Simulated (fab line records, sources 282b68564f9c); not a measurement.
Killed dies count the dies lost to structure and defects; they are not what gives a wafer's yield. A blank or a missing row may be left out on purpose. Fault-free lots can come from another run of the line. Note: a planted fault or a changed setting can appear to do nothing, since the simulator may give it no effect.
A struck lot beside a sound one -- flow rit-cmos -- 39 steps out of a route of 202
Sound: wafers L234.4, L234.5, L234.6. Struck: wafers L235.1, L235.4, L235.5. At the end, the cause is stated.
For every step that has rows: the tool of each side, followed by ch and its chambers, followed by its first start. Under that, the readings that differ: sound wafers -- struck wafers -- difference of the means -- sigmas: that difference in standard deviations of wafers without a fault.
alike: readings with means less than 2 such deviations apart, plus words and numbers identical on both sides. not compared: withheld readings, readings lacking a value on some wafer, bounds such as >300 that could conceal the same value, and numbers that have no deviation in the record and whose values overlap.
Wherever a step has rows on one side only, a row that says differs or no value, or a row with sigmas, the two part there. When numbers do not overlap yet have no deviation, they are printed without sigmas and do not part them. A reading that every wafer of one side lacks parts them only if that side has two wafers or more.

first, 3 steps without rows for these wafers: RIT_GATE_EXPOSE_13 (exposes mask M6, target cd 150 nm); RIT_GATE_PEB_14; RIT_GATE_DEVELOP_15 (develop time 51.16 s).
RIT_GATE_CD_MEAS_16: target cd 150 nm.
  sound on cd-sem-01 at day 4 04:28; struck on cd-sem-02 at day 4 10:22
  alike: cd-nm
RIT_GATE_OVL_MEAS_17:
  sound on overlay-01 at day 4 04:33; struck on overlay-02 at day 4 10:29
  alike: GATE_OVL
then, 1 step without rows for these wafers: RIT_GATE_HARDBAKE_18 (time 60 s).
RIT_GATE_ETCH_19: etches poly-Si in SF6/CHF3/O2, stops on SiO2, time 165 s, target depth 312.5 nm.
  sound on rie-si-01 ch 0,1,2, day 4 04:43; struck on rie-si-02 ch 0,2,3, day 4 10:41
reading,sound,struck,difference,sigmas
oes-product-au (a.u.),0.835 0.841 0.836,0.865 0.864 0.874,+0.030,+2
  alike: drypump-motor-current-A, throttle-valve-pct
  not compared: rf-hours-counter-h
RIT_GATE_STRIP_20: strips in O2, time 180 s.
  sound on plasma-asher-01 ch 0,1, day 4 04:53; struck on plasma-asher-02 ch 0,1, day 4 10:47
  alike: drypump-motor-current-A
  not compared: rf-hours-counter-h
RIT_GATE_CD_MEAS_90: target cd 150 nm.
  sound on cd-sem-01 at day 4 05:04; struck on cd-sem-01 at day 4 10:58
  alike: cd-nm
then, 3 steps without rows for these wafers: RIT_REOX_CLEAN_00 (cleans in SC1, time 600 s); RIT_REOX_CLEAN_01 (cleans in dHF, time 30 s); RIT_REOX_CLEAN_02 (cleans in SC2, time 600 s).
RIT_REOX_OXIDATION_03: target thk 25.2 nm, ox time 5580 s.
  sound on furnace-03 ch 0, day 4 05:29; struck on furnace-01 ch 0, day 4 11:28
reading,sound,struck,difference,sigmas
spike-tc-centre-C (C),901.1 903.1 903.6,918.3 919.0 918.3,+15.9,+12
spike-tc-load-C (C),924.9 925.1 927.0,935.9 938.1 938.2,+11.7,+4
spike-tc-source-C (C),917.8 920.2 919.1,934.6 937.3 937.1,+17.3,+7
tube-center-temp-C (C),899.95 900.14 899.99,915.09 914.86 914.93,+14.93,+99 or more
tube_center_temp_C_max,901.9 903.1 902.4,917.7 916.6 917.0,+14.6,+39
zone-power-load-pct (%),28.9 30.1 28.9,34.9 35.1 35.0,+5.7,+2
model.SiO2_of_REOX_OXIDATION_03.thk-nm (nm),24.83 24.38 24.54,29.18 29.21 29.41,+4.68,
RIT_REOX_THK_MEAS_04:
  sound on film-metro-03 at day 4 08:04; struck on film-metro-04 at day 4 14:01
reading,sound,struck,difference,sigmas
REOX_OXIDE_THK (nm),24.8 24.4 24.5,29.2 29.2 29.3,+4.7,+10
then, 6 steps without rows for these wafers: RIT_NLDD_HMDS_00 (prime time 60 s); RIT_NLDD_COAT_01 (resist thk 1000 nm); RIT_NLDD_SOFTBAKE_02 (time 60 s); RIT_NLDD_EXPOSE_03 (exposes mask M7, target cd 40700 nm); RIT_NLDD_PEB_04; RIT_NLDD_DEVELOP_05 (develop time 47.73 s).
RIT_NLDD_OVL_MEAS_06:
  sound on overlay-02 at day 4 09:05; struck on overlay-02 at day 4 15:14
  alike: NLDD_OVL
then, 2 steps without rows for these wafers: RIT_NLDD_HARDBAKE_07 (time 60 s); RIT_NLDD_IMPLANT_08.
RIT_NLDD_STRIP_09: strips in O2, time 180 s.
  sound on plasma-asher-04 ch 0,1, day 4 09:37; struck on plasma-asher-01 ch 0,1, day 4 15:35
  alike: drypump-motor-current-A
  not compared: rf-hours-counter-h
RIT_NLDD_TW_MEAS_10:
  sound on film-metro-04 at day 4 09:46; struck on film-metro-01 at day 4 15:46
  alike: NLDD_TW
then, 6 steps without rows for these wafers: RIT_PLDD_HMDS_00 (prime time 60 s); RIT_PLDD_COAT_01 (resist thk 1000 nm); RIT_PLDD_SOFTBAKE_02 (time 60 s); RIT_PLDD_EXPOSE_03 (exposes mask M8, target cd 40900 nm); RIT_PLDD_PEB_04; RIT_PLDD_DEVELOP_05 (develop time 50 s).
RIT_PLDD_OVL_MEAS_06:
  sound on overlay-01 at day 4 10:48; struck on overlay-02 at day 4 16:43
  alike: PLDD_OVL
then, 2 steps without rows for these wafers: RIT_PLDD_HARDBAKE_07 (time 60 s); RIT_PLDD_IMPLANT_08.
RIT_PLDD_STRIP_09: strips in O2, time 180 s.
  sound on plasma-asher-04 ch 0,1, day 4 11:11; struck on plasma-asher-04 ch 0,1, day 4 17:03
  alike: drypump-motor-current-A
  not compared: rf-hours-counter-h
RIT_PLDD_TW_MEAS_10:
  sound on film-metro-04 at day 4 11:19; struck on film-metro-04 at day 4 17:13
  alike: PLDD_TW
RIT_SPACER_CLEAN_00: cleans in SC1, time 600 s.
  sound on wet-bench-01 ch 0, day 4 11:21; struck on wet-bench-02 ch 1, day 4 17:17
reading,sound,struck,difference,sigmas
model.SiO2_of_REOX_OXIDATION_03.thk-nm (nm),22.92 22.51 22.65,26.92 26.94 27.12,+4.30,
then, 1 step without rows for these wafers: RIT_SPACER_CLEAN_01 (cleans in dHF, time 30 s).
RIT_M1_PROBE_99:
  sound on prober-02 at day 5 00:53; struck on prober-01 at day 5 06:53
reading,sound,struck,difference,sigmas
model.etest.pmos-turned.r-on-ohm-um,3171 3228 3187,4223 4242 4344,+1074,
model.etest.pmos_0p3.r-on-ohm-um,6021 6101 6056,6624 6637 6795,+626,
model.etest.pmos_0p15.r-on-ohm-um,2568 2614 2603,3095 3170 3216,+565,
model.etest.pldd.rs-ohm-sq,478.7 459.2 466.6,740.3 735.4 760.5,+277.2,
model.etest.nmos_0p3.r-on-ohm-um,2082 2136 2104,2273 2320 2328,+200,
model.etest.nmos_0p15.r-on-ohm-um,1064 1094 1071,1249 1305 1290,+205,
model.etest.nmos-turned.drive-ua-um,346.1 349.3 352.7,221.9 218.1 211.2,-132.3,
model.etest.nldd.rs-ohm-sq,365.4 356.9 360,482.5 479.9 488.5,+122.9,
  alike: killed_at_M0_to_M3, killed-at-contacts, killed-at-front-end, killed-dies, killed-open, killed-short

## WHERE THEY PART
First at RIT_GATE_ETCH_19; last, within this record, at RIT_REOX_THK_MEAS_04. Later steps at which nothing parts them and some readings are alike: RIT_NLDD_OVL_MEAS_06, RIT_NLDD_STRIP_09, RIT_NLDD_TW_MEAS_10, RIT_PLDD_OVL_MEAS_06, RIT_PLDD_STRIP_09, RIT_PLDD_TW_MEAS_10, RIT_M1_PROBE_99.

WHY: whatever the simulator had introduced
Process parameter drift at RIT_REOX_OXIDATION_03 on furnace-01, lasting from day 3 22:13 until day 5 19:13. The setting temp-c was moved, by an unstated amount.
